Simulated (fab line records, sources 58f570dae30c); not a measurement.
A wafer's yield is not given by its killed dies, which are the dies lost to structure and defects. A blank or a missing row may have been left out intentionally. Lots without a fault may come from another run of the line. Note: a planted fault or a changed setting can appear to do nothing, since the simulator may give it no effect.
Matching of chambers -- flow berkeley_cmos170 -- cmp-01 running UCB170_V2_CMP_02: 4 sister chambers
The step polishes SiO2. 8 wafers are shown with their chamber, then 9 later ones without.

## WAFERS, EACH WITH ITS CHAMBER
wafer,chamber,motor_current_A (A),head_pressure_psi (psi)
L465.1,0,19.0,6.002
L469.2,3,17.9,5.997
L468.3,3,18.2,6.033
L468.4,2,15.0,5.979
L468.5,1,20.7,5.986
L470.3,0,18.9,6.002
L470.5,1,20.0,5.988
L470.6,2,14.6,5.989

## WAFERS MISSING THEIR CHAMBER
wafer,motor_current_A (A),head_pressure_psi (psi)
L483.1,18.7,6.009
L483.4,20.1,6.004
L483.5,13.7,6.003
L485.1,17.8,5.970
L485.2,15.5,5.992
L485.6,19.0,5.996
L486.1,21.0,6.007
L486.2,18.2,5.993
L486.3,14.3,6.008

## THE CHAMBER EACH PASSED THROUGH
wafer,from the rows above,in truth
L483.1,can't be placed: 0 or 3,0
L483.4,1,1
L483.5,2,2
L485.1,can't be placed: 3 or 0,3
L485.2,2,2
L485.6,0,0
L486.1,1,1
L486.2,can't be placed: 3 or 0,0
L486.3,2,2
Correctly placed: 6 of 9. Cannot be placed on the basis of these rows: 3; the candidates contain the true chamber in 3. 0 placed wrongly.
How it was worked out, from the rows above alone: a wafer's distance from a chamber is the root of the sum, over the readings, of the square of ((its reading less the chamber's mean) divided by the reading's scatter). The wafer belongs to the nearest chamber; if the next one is less than 2 further off, it can't be placed. The mean given for a chamber averages the wafers shown for that chamber. The scatter: the root of (the sum of the squares of (reading less its chamber's mean) over the shown wafers, divided by (wafers less chambers)).
